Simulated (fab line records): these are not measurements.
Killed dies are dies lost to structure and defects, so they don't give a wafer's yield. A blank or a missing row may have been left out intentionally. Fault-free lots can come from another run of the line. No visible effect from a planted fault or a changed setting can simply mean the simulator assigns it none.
Which of the tools did it? :: flow berkeley-cmos170 :: Sampling: 14 lots, 42 wafers, 6 of 331 route steps

## WHAT THE GAUGES READ, wafer by wafer
UCB170_NWELL_THK_MEAS_02.
lot: L541
measured: day 2 05:55
on: film-metro-01
NWELL_OXIDE_THK (nm): 25.9 25.6 25.6

lot: L543
measured: day 2 12:58
on: film-metro-03
NWELL_OXIDE_THK (nm): 27.1 26.7 26.5

lot: L544
measured: day 2 17:08
on: film-metro-03
NWELL_OXIDE_THK (nm): 26.1 25.9 26.0

lot: L546
measured: day 3 02:41
on: film-metro-02
NWELL_OXIDE_THK (nm): 26.6 26.9 26.4

lot: L547
measured: day 3 07:41
on: film-metro-01
NWELL_OXIDE_THK (nm): 27.6 26.9 27.1

lot: L548
measured: day 3 14:19
on: film-metro-01
NWELL_OXIDE_THK (nm): 26.0 26.4 26.3

lot: L550
measured: day 4 01:21
on: film-metro-02
NWELL_OXIDE_THK (nm): 27.3 27.1 26.7

lot: L551
measured: day 4 07:31
on: film-metro-03
NWELL_OXIDE_THK (nm): 26.7 26.6 26.7

lot: L552
measured: day 4 14:09
on: film-metro-02
NWELL_OXIDE_THK (nm): 26.7 26.8 26.6

lot: L553
measured: day 4 19:25
on: film-metro-03
NWELL_OXIDE_THK (nm): 26.5 26.4 26.6

lot: L554
measured: day 4 20:46
on: film-metro-03
NWELL_OXIDE_THK (nm): 27.1 26.7 26.6

lot: L555
measured: day 5 02:37
on: film-metro-01
NWELL_OXIDE_THK (nm): 26.5 26.7 26.6

lot: L559
measured: day 5 23:03
on: film-metro-02
NWELL_OXIDE_THK (nm): 27.1 26.8 26.6

lot: L560
measured: day 6 02:25
on: film-metro-03
NWELL_OXIDE_THK (nm): 26.5 27.1 26.7

UCB170_PWELL_THK_MEAS_06.
lot: L541
measured: day 3 05:13
on: film-metro-03
PWELL_NITRIDE_THK (nm): 224.6 225.4 224.4

lot: L543
measured: day 3 08:50
on: film-metro-01
PWELL_NITRIDE_THK (nm): 219.5 218.9 217.5

lot: L544
measured: day 3 14:52
on: film-metro-03
PWELL_NITRIDE_THK (nm): 221.9 220.0 222.5

lot: L546
measured: day 4 05:07
on: film-metro-01
PWELL_NITRIDE_THK (nm): 222.7 222.6 221.6

lot: L547
measured: day 4 05:05
on: film-metro-03
PWELL_NITRIDE_THK (nm): 220.6 221.4 222.1

lot: L548
measured: day 4 13:50
on: film-metro-04
PWELL_NITRIDE_THK (nm): 218.9 219.6 219.9

lot: L550
measured: day 4 22:59
on: film-metro-03
PWELL_NITRIDE_THK (nm): 223.4 222.6 221.5

lot: L551
measured: day 5 05:47
on: film-metro-01
PWELL_NITRIDE_THK (nm): 223.0 222.6 222.2

lot: L552
measured: day 5 15:21
on: film-metro-03
PWELL_NITRIDE_THK (nm): 218.9 219.5 218.0

lot: L553
measured: day 5 15:20
on: film-metro-04
PWELL_NITRIDE_THK (nm): 217.7 215.9 217.9

lot: L554
measured: day 5 15:20
on: film-metro-01
PWELL_NITRIDE_THK (nm): 221.5 222.2 221.2

lot: L555
measured: day 5 23:37
on: film-metro-03
PWELL_NITRIDE_THK (nm): 221.9 221.6 221.5

lot: L559
measured: day 6 21:01
on: film-metro-04
PWELL_NITRIDE_THK (nm): 286.0 287.1 286.4

lot: L560
measured: day 7 07:00
on: film-metro-04
PWELL_NITRIDE_THK (nm): 292.0 288.6 290.6

UCB170_SACOX_THK_MEAS_02.
lot: L541
measured: day 5 08:04
on: film-metro-04
SACOX_OXIDE_THK (nm): 14.96 15.07 14.88

lot: L543
measured: day 5 14:59
on: film-metro-02
SACOX_OXIDE_THK (nm): 13.67 14.20 14.09

lot: L544
measured: day 5 14:59
on: film-metro-04
SACOX_OXIDE_THK (nm): 14.39 14.33 14.57

lot: L546
measured: day 6 02:16
on: film-metro-04
SACOX_OXIDE_THK (nm): 14.97 14.94 14.66

lot: L547
measured: day 6 02:15
on: film-metro-02
SACOX_OXIDE_THK (nm): 14.67 14.61 14.99

lot: L548
measured: day 6 17:50
on: film-metro-01
SACOX_OXIDE_THK (nm): 14.19 14.30 14.15

lot: L550
measured: day 6 23:36
on: film-metro-02
SACOX_OXIDE_THK (nm): 14.26 14.43 14.36

lot: L551
measured: day 7 06:45
on: film-metro-01
SACOX_OXIDE_THK (nm): 14.12 14.33 14.42

lot: L552
measured: day 7 19:01
on: film-metro-01
SACOX_OXIDE_THK (nm): 14.48 14.35 14.51

lot: L553
measured: day 7 19:01
on: film-metro-04
SACOX_OXIDE_THK (nm): 14.62 14.65 14.70

lot: L554
measured: day 7 19:04
on: film-metro-01
SACOX_OXIDE_THK (nm): 14.31 13.96 14.54

lot: L555
measured: day 8 13:13
on: film-metro-04
SACOX_OXIDE_THK (nm): 14.32 14.54 14.68

## WHICH TOOL RAN EACH LOT (tool, then ch and the chambers of the sampled wafers, then the start)
lot: L541
UCB170_PWELL_CVD_05: lpcvd-02 ch 1, day 3 03:17
UCB170_PWELL_ETCH_14: rie-diel-01 ch 0,3, day 3 06:08
UCB170_PWELL_STRIP_16: plasma-asher-02 ch 0,1, day 3 06:26

lot: L543
UCB170_PWELL_CVD_05: lpcvd-01 ch 1, day 3 05:58
UCB170_PWELL_ETCH_14: rie-diel-02 ch 0,3, day 3 09:46
UCB170_PWELL_STRIP_16: plasma-asher-02 ch 0, day 3 10:01

lot: L544
UCB170_PWELL_CVD_05: lpcvd-02 ch 1, day 3 12:57
UCB170_PWELL_ETCH_14: rie-diel-02 ch 0,1,2, day 3 17:09
UCB170_PWELL_STRIP_16: plasma-asher-03 ch 1, day 3 17:24

lot: L546
UCB170_PWELL_CVD_05: lpcvd-01 ch 0, day 4 03:07
UCB170_PWELL_ETCH_14: rie-diel-02 ch 0,1,2, day 4 06:40
UCB170_PWELL_STRIP_16: plasma-asher-02 ch 0,1, day 4 06:55

lot: L547
UCB170_PWELL_CVD_05: lpcvd-01 ch 0, day 4 03:07
UCB170_PWELL_ETCH_14: rie-diel-03 ch 0,1,3, day 4 06:27
UCB170_PWELL_STRIP_16: plasma-asher-04 ch 0,1, day 4 06:42

lot: L548
UCB170_PWELL_CVD_05: lpcvd-02 ch 0, day 4 10:57
UCB170_PWELL_ETCH_14: rie-diel-03 ch 0,1,3, day 4 15:14
UCB170_PWELL_STRIP_16: plasma-asher-04 ch 0,1, day 4 15:29

lot: L550
UCB170_PWELL_CVD_05: lpcvd-01 ch 0, day 4 21:03
UCB170_PWELL_ETCH_14: rie-diel-01 ch 0,1,2, day 5 00:04
UCB170_PWELL_STRIP_16: plasma-asher-04 ch 0,1, day 5 00:20

lot: L551
UCB170_PWELL_CVD_05: lpcvd-01 ch 1, day 5 03:52
UCB170_PWELL_ETCH_14: rie-diel-03 ch 0,2, day 5 07:03
UCB170_PWELL_STRIP_16: plasma-asher-04 ch 0,1, day 5 07:18

lot: L552
UCB170_PWELL_CVD_05: lpcvd-01 ch 1, day 5 13:24
UCB170_PWELL_ETCH_14: rie-diel-03 ch 0,1,2, day 5 16:16
UCB170_PWELL_STRIP_16: plasma-asher-04 ch 0,1, day 5 16:32

lot: L553
UCB170_PWELL_CVD_05: lpcvd-01 ch 1, day 5 13:24
UCB170_PWELL_ETCH_14: rie-diel-01 ch 1,2, day 5 17:02
UCB170_PWELL_STRIP_16: plasma-asher-02 ch 0,1, day 5 17:22

lot: L554
UCB170_PWELL_CVD_05: lpcvd-01 ch 0, day 5 13:24
UCB170_PWELL_ETCH_14: rie-diel-03 ch 0,1,2, day 5 16:59
UCB170_PWELL_STRIP_16: plasma-asher-02 ch 0,1, day 5 17:16

lot: L555
UCB170_PWELL_CVD_05: lpcvd-02 ch 0, day 5 21:41
UCB170_PWELL_ETCH_14: rie-diel-01 ch 0,1,3, day 6 00:59
UCB170_PWELL_STRIP_16: plasma-asher-02 ch 0,1, day 6 01:14

lot: L559
UCB170_PWELL_CVD_05: lpcvd-01 ch 0, day 6 19:05
UCB170_PWELL_ETCH_14: rie-diel-02 ch 0,1,2, day 6 22:46
UCB170_PWELL_STRIP_16: plasma-asher-02 ch 0, day 6 23:01

lot: L560
UCB170_PWELL_CVD_05: lpcvd-01 ch 0, day 7 05:05
UCB170_PWELL_ETCH_14: rie-diel-03 ch 0,1,3, day 7 08:05
UCB170_PWELL_STRIP_16: plasma-asher-02 ch 0,1, day 7 08:20
- UCB170_PWELL_CVD_05: deposits Si3N4 from SiH2Cl2/NH3, target thk 220 nm, time 3300 s.
- UCB170_PWELL_ETCH_14: etches Si3N4 in CH3F/Ar/O2, stops on SiO2, target depth 242 nm, time 151 s.
- UCB170_PWELL_STRIP_16: strips in O2.

## AS READ BY THE TOOLS THEMSELVES (means over the sampled wafers that have a number; for cases with no such wafer, the mark the record gives instead)
UCB170_PWELL_CVD_05.
lot: L541
tool: lpcvd-02
susceptor-temp-C (C): 800.0

lot: L543
tool: lpcvd-01
susceptor-temp-C (C): 799.7

lot: L544
tool: lpcvd-02
susceptor-temp-C (C): 800.6

lot: L546
tool: lpcvd-01
susceptor-temp-C (C): 800.1

lot: L547
tool: lpcvd-01
susceptor-temp-C (C): 799.8

lot: L548
tool: lpcvd-02
susceptor-temp-C (C): 799.7

lot: L550
tool: lpcvd-01
susceptor-temp-C (C): 800.5

lot: L551
tool: lpcvd-01
susceptor-temp-C (C): 799.9

lot: L552
tool: lpcvd-01
susceptor-temp-C (C): 800.1

lot: L553
tool: lpcvd-01
susceptor-temp-C (C): 800.1

lot: L554
tool: lpcvd-01
susceptor-temp-C (C): 799.9

lot: L555
tool: lpcvd-02
susceptor-temp-C (C): 800.0

lot: L559
tool: lpcvd-01
susceptor-temp-C (C): 799.9

lot: L560
tool: lpcvd-01
susceptor-temp-C (C): 799.9

UCB170_PWELL_ETCH_14.
lot: L541
tool: rie-diel-01
drypump-motor-current-A (A): 6.0
oes-product-au (a.u.): 0.948
throttle-valve-pct (%): 8.09

lot: L543
tool: rie-diel-02
drypump-motor-current-A (A): 5.9
oes-product-au (a.u.): 0.919
throttle-valve-pct (%): 7.92

lot: L544
tool: rie-diel-02
drypump-motor-current-A (A): 6.2
oes-product-au (a.u.): 0.932
throttle-valve-pct (%): 7.96

lot: L546
tool: rie-diel-02
drypump-motor-current-A (A): 6.1
oes-product-au (a.u.): 0.937
throttle-valve-pct (%): 7.97

lot: L547
tool: rie-diel-03
drypump-motor-current-A (A): 5.1
oes-product-au (a.u.): 0.933
throttle-valve-pct (%): 7.93

lot: L548
tool: rie-diel-03
drypump-motor-current-A (A): 5.2
oes-product-au (a.u.): 0.924
throttle-valve-pct (%): 7.94

lot: L550
tool: rie-diel-01
drypump-motor-current-A (A): 5.7
oes-product-au (a.u.): 0.966
throttle-valve-pct (%): 8.19

lot: L551
tool: rie-diel-03
drypump-motor-current-A (A): 5.6
oes-product-au (a.u.): 0.933
throttle-valve-pct (%): 7.89

lot: L552
tool: rie-diel-03
drypump-motor-current-A (A): 5.5
oes-product-au (a.u.): 0.927
throttle-valve-pct (%): 7.93

lot: L553
tool: rie-diel-01
drypump-motor-current-A (A): 5.5
oes-product-au (a.u.): 0.955
throttle-valve-pct (%): 8.15

lot: L554
tool: rie-diel-03
drypump-motor-current-A (A): 5.5
oes-product-au (a.u.): 0.934
throttle-valve-pct (%): 7.91

lot: L555
tool: rie-diel-01
drypump-motor-current-A (A): 5.6
oes-product-au (a.u.): 0.952
throttle-valve-pct (%): 8.09

lot: L559
tool: rie-diel-02
drypump-motor-current-A (A): 6.2
oes-product-au (a.u.): 0.997
throttle-valve-pct (%): 7.98

lot: L560
tool: rie-diel-03
drypump-motor-current-A (A): 5.2
oes-product-au (a.u.): 0.989
throttle-valve-pct (%): 7.94

UCB170_PWELL_STRIP_16.
lot: L541
tool: plasma-asher-02
drypump-motor-current-A (A): 6.1
oes-product-au (a.u.): 0.721
strip-time-to-endpoint-s (s): 18.17

lot: L543
tool: plasma-asher-02
drypump-motor-current-A (A): 5.3
oes-product-au (a.u.): 0.716
strip-time-to-endpoint-s (s): 18.22

lot: L544
tool: plasma-asher-03
drypump-motor-current-A (A): 5.7
oes-product-au (a.u.): 0.716
strip-time-to-endpoint-s (s): 18.06

lot: L546
tool: plasma-asher-02
drypump-motor-current-A (A): 6.1
oes-product-au (a.u.): 0.716
strip-time-to-endpoint-s (s): 18.06

lot: L547
tool: plasma-asher-04
drypump-motor-current-A (A): 5.5
oes-product-au (a.u.): 0.723
strip-time-to-endpoint-s (s): 18.05

lot: L548
tool: plasma-asher-04
drypump-motor-current-A (A): 5.9
oes-product-au (a.u.): 0.718
strip-time-to-endpoint-s (s): 18.09

lot: L550
tool: plasma-asher-04
drypump-motor-current-A (A): 5.4
oes-product-au (a.u.): 0.722
strip-time-to-endpoint-s (s): 18.05

lot: L551
tool: plasma-asher-04
drypump-motor-current-A (A): 5.4
oes-product-au (a.u.): 0.717
strip-time-to-endpoint-s (s): 18.08

lot: L552
tool: plasma-asher-04
drypump-motor-current-A (A): 5.4
oes-product-au (a.u.): 0.725
strip-time-to-endpoint-s (s): 18.10

lot: L553
tool: plasma-asher-02
drypump-motor-current-A (A): 6.1
oes-product-au (a.u.): 0.722
strip-time-to-endpoint-s (s): 18.02

lot: L554
tool: plasma-asher-02
drypump-motor-current-A (A): 6.1
oes-product-au (a.u.): 0.718
strip-time-to-endpoint-s (s): 18.19

lot: L555
tool: plasma-asher-02
drypump-motor-current-A (A): 6.1
oes-product-au (a.u.): 0.719
strip-time-to-endpoint-s (s): 18.05

lot: L559
tool: plasma-asher-02
drypump-motor-current-A (A): 5.3
oes-product-au (a.u.): 0.723
strip-time-to-endpoint-s (s): 18.09

lot: L560
tool: plasma-asher-02
drypump-motor-current-A (A): 5.7
oes-product-au (a.u.): 0.724
strip-time-to-endpoint-s (s): 18.01

## THE ANSWER, worked out from the rows above alone
Rule: the lots themselves supply what counts as usual. The widest of any qualifying gaps counts: lots, ordered by their means at a reading, are off when they make up no more than a third of the lots, leave a main group of 4 or more, and stand apart from it by 3 or more times the standard deviation of that group's means. The tables above print the reading to a certain number of digits; a main group whose means all agree to those digits is not used. Also off: a lot with no number at a reading for which 4 or more lots have one. Where the step has rows for the other lots, those lots are counted as sound. Order of review: gauges by route order, followed by the tools' own readings, for which a lot's mean as printed above is used. At the first step where some lot is off, the reading lying furthest off is the one used; lots without a number count as furthest.
Off: L559, L560, seen at UCB170_PWELL_THK_MEAS_06 (PWELL_NITRIDE_THK). Mean 221.0 nm and standard deviation 2 in the main group.
If a tool, at a process step before that reading, ran all the lots that are off and no sound lot after the first of them, it fits. Gauges at UCB170_PWELL_THK_MEAS_06: tried the same way as those tools. This does not decide it: 2 tools fit, namely lpcvd-01 at UCB170_PWELL_CVD_05 and film-metro-04 at UCB170_PWELL_THK_MEAS_06.

## WHAT WAS PUT IN BY THE SIMULATOR
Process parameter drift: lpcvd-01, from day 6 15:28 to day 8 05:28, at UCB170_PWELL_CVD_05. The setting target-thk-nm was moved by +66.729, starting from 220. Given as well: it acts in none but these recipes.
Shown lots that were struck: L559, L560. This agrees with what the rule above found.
